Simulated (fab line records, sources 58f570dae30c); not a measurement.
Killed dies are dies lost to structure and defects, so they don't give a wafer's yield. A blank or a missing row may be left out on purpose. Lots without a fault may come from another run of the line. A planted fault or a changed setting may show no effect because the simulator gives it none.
Chamber matching | flow berkeley_cmos170 | UCB170_V1_CMP_02 on cmp-02: 4 sister chambers
The step polishes SiO2. 22 wafers are shown with their chamber, then 11 later ones without.

WAFERS WITH THEIR CHAMBER
wafer  | chamber | motor_current_A (A) | slurry_flow_ml_min
L826.1 | 0       | 13.4                | 149.4
L826.3 | 3       | 15.6                | 149.7
L826.5 | 0       | 13.2                | 149.8
L828.1 | 1       | 16.4                | 149.8
L828.2 | 3       | 15.4                | 149.5
L828.4 | 2       | 15.2                | 150.0
L829.1 | 3       | 15.5                | 150.2
L829.3 | 2       | 14.1                | 150.4
L829.5 | 3       | 14.9                | 150.4
L830.1 | 1       | 17.2                | 150.0
L830.2 | 0       | 13.0                | 150.0
L830.6 | 2       | 15.8                | 150.3
L831.1 | 3       | 14.6                | 149.0
L831.5 | 2       | 14.5                | 149.8
L831.6 | 3       | 14.7                | 149.6
L834.1 | 2       | 15.1                | 149.4
L834.4 | 3       | 15.3                | 150.3
L834.5 | 2       | 14.5                | 150.5
L835.1 | 2       | 14.0                | 149.9
L835.3 | 3       | 15.1                | 149.8
L835.5 | 1       | 16.5                | 150.1
L839.2 | 3       | 15.1                | 150.3

SIGNATURES (means of the wafers above)
reading            | chamber 0 | chamber 1 | chamber 2 | chamber 3 | scatter within a chamber
motor_current_A    | 13.200    | 16.700    | 14.743    | 15.133    | 0.47
slurry_flow_ml_min | 149.733   | 149.967   | 150.043   | 149.867   | 0.401
Rule: a wafer's distance from a chamber is the root of the sum, over the readings, of the square of ((its reading less the chamber's mean) divided by the reading's scatter). The wafer belongs to the nearest chamber; if the next one is less than 2 further off, it can't be placed. The scatter: the root of (the sum of the squares of (reading less its chamber's mean) over the shown wafers, divided by (wafers less chambers)).

WAFERS WITHOUT THEIR CHAMBER
wafer  | motor_current_A (A) | slurry_flow_ml_min
L839.3 | 13.7                | 150.7
L839.4 | 17.4                | 150.1
L844.1 | 14.7                | 150.5
L844.3 | 13.5                | 149.9
L844.6 | 14.9                | 149.5
L847.2 | 15.3                | 149.4
L847.4 | 17.3                | 149.0
L847.5 | 14.9                | 149.5
L848.3 | 16.9                | 149.6
L848.5 | 13.7                | 149.9
L848.6 | 14.7                | 150.5

WHICH CHAMBER EACH WENT THROUGH
wafer  | from the rows above          | in truth
L839.3 | can't be placed: 0 or 2 or 3 | 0
L839.4 | 1                            | 1
L844.1 | can't be placed: 2 or 3      | 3
L844.3 | can't be placed: 0 or 2      | 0
L844.6 | can't be placed: 3 or 2      | 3
L847.2 | can't be placed: 3 or 2      | 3
L847.4 | 1                            | 1
L847.5 | can't be placed: 3 or 2      | 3
L848.3 | 1                            | 1
L848.5 | can't be placed: 0 or 2 or 3 | 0
L848.6 | can't be placed: 2 or 3      | 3
Placed correctly: 3 of 11. Can't be placed from these rows: 8 (the true chamber is among the candidates in 8). Placed wrongly: 0.
